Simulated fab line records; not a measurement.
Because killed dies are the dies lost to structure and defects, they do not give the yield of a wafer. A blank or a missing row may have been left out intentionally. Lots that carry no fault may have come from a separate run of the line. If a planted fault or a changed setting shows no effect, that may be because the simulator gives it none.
A single fault, viewed from 2 desks / flow berkeley_cmos170 / each desk holds nothing but its own numbers, with what lay behind them at the end

METROLOGY DESK
What the gauges read for every lot (on any tool): the sampled wafers with a number, averaged. Any lot whose mean is over 4 standard deviations away from the usual mean is out of limits and marked OUT; that distance is given in the brackets.
Columns: A = PLDD_OVL at UCB170_PLDD_OVL_MEAS_07, usual 7 nm; B = cd_nm at UCB170_NLDD_CD_MEAS_06, usual 1200.3 nm; C = SILICIDE_TI_RS at UCB170_SILICIDE_RS_MEAS_02, usual 26.4 ohm/sq; D = SILICIDE_TI_THK at UCB170_SILICIDE_THK_MEAS_03, usual 29.8 nm
lot=L430; first seen here=day 5 21:50; A=13; B=1199.7; C=26.6; D=29.4
lot=L431; first seen here=day 5 22:04; A=15; B=1199.7; C=26.6; D=29.4
lot=L435; first seen here=day 6 20:21; A=0; B=1201.6; C=26.0; D=30.3
lot=L434; first seen here=day 6 20:58; A=4; B=1200.2; C=26.4; D=30.0
lot=L436; first seen here=day 7 09:10; A=9; B=1201.5; C=32.7 (+16) OUT; D=24.9 (-12) OUT
lot=L439; first seen here=day 7 23:40; A=4; B=1200.9; C=26.2; D=30.0
lot=L438; first seen here=day 8 00:21; A=0; B=1201.5; C=33.0 (+17) OUT; D=24.6 (-12) OUT
lot=L442; first seen here=day 8 14:58; A=8; B=1200.2; C=26.3; D=29.8
lot=L446; first seen here=day 9 08:35; A=10; B=1199.2; C=25.8; D=30.5
lot=L449; first seen here=day 10 01:52; A=5; B=1200.5; C=25.6; D=30.5
lot=L448; first seen here=day 10 01:58; A=6; B=1199.7; C=26.7; D=29.4
lot=L452; first seen here=day 10 16:48; A=3; B=1200.2; C=26.3; D=29.9
lot=L451; first seen here=day 10 17:04; A=9; B=1200.7; C=26.7; D=29.3
lot=L453; first seen here=day 10 21:10; A=5; B=1199.6; C=27.0; D=29.1
Per this desk, out of limits: L436, L438; the first was L436, day 7 22:07 (SILICIDE_TI_RS at UCB170_SILICIDE_RS_MEAS_02). Within limits: L430, L431, L435, L434, L439, L442, L446, L449, L448, L452, L451, L453.

THE TOOL OWNER'S DESK: pvd_sputter-02
The tool's own readings at UCB170_SILICIDE_SPUTTER_01 (material Ti, target thk 30 nm, time 25 s): means of the sampled wafers that have a number, for each lot that ran on this tool. Any lot whose mean is over 4 standard deviations away from the usual mean is out of limits and marked OUT; that distance is given in the brackets.
Columns: A = throttle_valve_pct at UCB170_SILICIDE_SPUTTER_01, usual 30.1 %
lot=L430; first seen here=day 6 13:01; A=30.3
lot=L434; first seen here=day 7 10:29; A=30.4
lot=L436; first seen here=day 7 22:02; A=30.5
lot=L438; first seen here=day 8 13:44; A=30.8
lot=L452; first seen here=day 11 06:12; A=30.2
Result from this desk: across the 5 lots, nothing is out of limits.

BROUGHT TOGETHER
Metrology desk: alarm possible at day 7 22:07 on L436, L438.
Nothing out of limits was seen by the tool owner's desk.
Tool owner's desk: L436, L438 on record, inside its limits.
The lots listed all ran UCB170_SILICIDE_SPUTTER_01 on pvd_sputter-02.

WHAT THE SIMULATOR PUT IN
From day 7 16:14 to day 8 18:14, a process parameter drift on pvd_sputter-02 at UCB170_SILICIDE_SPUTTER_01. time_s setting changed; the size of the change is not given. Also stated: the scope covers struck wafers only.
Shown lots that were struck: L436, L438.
Time in hours between the start of the fault and the first out-of-limits reading at each desk: metrology desk, 6.
